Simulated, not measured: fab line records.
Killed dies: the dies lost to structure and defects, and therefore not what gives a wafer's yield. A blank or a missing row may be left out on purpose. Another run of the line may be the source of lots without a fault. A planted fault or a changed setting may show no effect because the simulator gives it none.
One fault through the eyes of 2 desks :: flow berkeley_cmos170 :: what lay behind the numbers comes last; until then each desk has only its own

## AT THE METROLOGY DESK
Means of the sampled wafers that have a number, per lot and without regard to the tool the lot ran on: this is what the gauges read. A lot is out of limits, marked OUT, if its mean lies more than 4 standard deviations from the usual mean; the brackets give that distance.
Columns: A = PLDD_TW at UCB170_PLDD_TW_MEAS_11, usual 1007; B = PSD_OVL at UCB170_PSD_OVL_MEAS_07, usual 0 nm
lot: L178
first seen here: day 7 09:34
A: 1013
B: -1

lot: L180
first seen here: day 7 20:47
A: 999
B: -8

lot: L181
first seen here: day 8 13:27
A: 1011
B: -8

lot: L185
first seen here: day 8 16:50
A: 1001
B: 9

lot: L186
first seen here: day 8 17:08
A: 1014
B: -9

lot: L190
first seen here: day 9 18:13
A: 1008
B: 12

lot: L188
first seen here: day 9 18:31
A: 1004
B: -1

lot: L189
first seen here: day 9 18:47
A: 1006
B: 8

lot: L191
first seen here: day 10 07:26
A: 1000
B: -5

lot: L195
first seen here: day 11 04:34
A: 1003
B: 5

lot: L197
first seen here: day 11 05:11
A: 1004
B: -3

lot: L198
first seen here: day 11 18:10
A: 1019
B: 1

lot: L200
first seen here: day 11 18:27
A: 1002
B: -9

lot: L199
first seen here: day 11 18:43
A: 1013
B: 4

lot: L201
first seen here: day 12 04:54
A: 1006
B: -5
Finding of this desk: none of the 15 lots has anything out of limits.

## TOOL OWNER'S DESK, wet_bench-02
The tool's own readings at UCB170_NLDD_CLEAN_12 (cleans in SPM, time 600 s): means of the sampled wafers that have a number, for each lot that ran on this tool. A lot is out of limits, marked OUT, if its mean lies more than 4 standard deviations from the usual mean; the brackets give that distance.
Columns: A = bath_guard_temp_C at UCB170_NLDD_CLEAN_12, usual 120.1 C; B = bath_heat_duty_pct at UCB170_NLDD_CLEAN_12, usual 13.4 %; C = temp_c at UCB170_NLDD_CLEAN_12, usual 120.00 C
lot: L178
first seen here: day 7 12:05
A: 120.5
B: 13.6
C: 120.14

lot: L185
first seen here: day 8 19:10
A: 119.5
B: 13.9
C: 119.85

lot: L186
first seen here: day 8 19:26
A: 120.6
B: 13.5
C: 119.86

lot: L191
first seen here: day 10 09:49
A: 119.5
B: 13.4
C: 120.02

lot: L195
first seen here: day 11 07:49
A: 120.5
B: 13.3
C: 120.05

lot: L201
first seen here: day 12 07:16
A: 119.8
B: 13.7
C: 120.25
Finding of this desk: none of the 6 lots has anything out of limits.

## BROUGHT TOGETHER
Nothing out of limits was seen by the metrology desk.
The desk of the tool owner found nothing out of limits.

## WHAT THE SIMULATOR HAD PUT IN
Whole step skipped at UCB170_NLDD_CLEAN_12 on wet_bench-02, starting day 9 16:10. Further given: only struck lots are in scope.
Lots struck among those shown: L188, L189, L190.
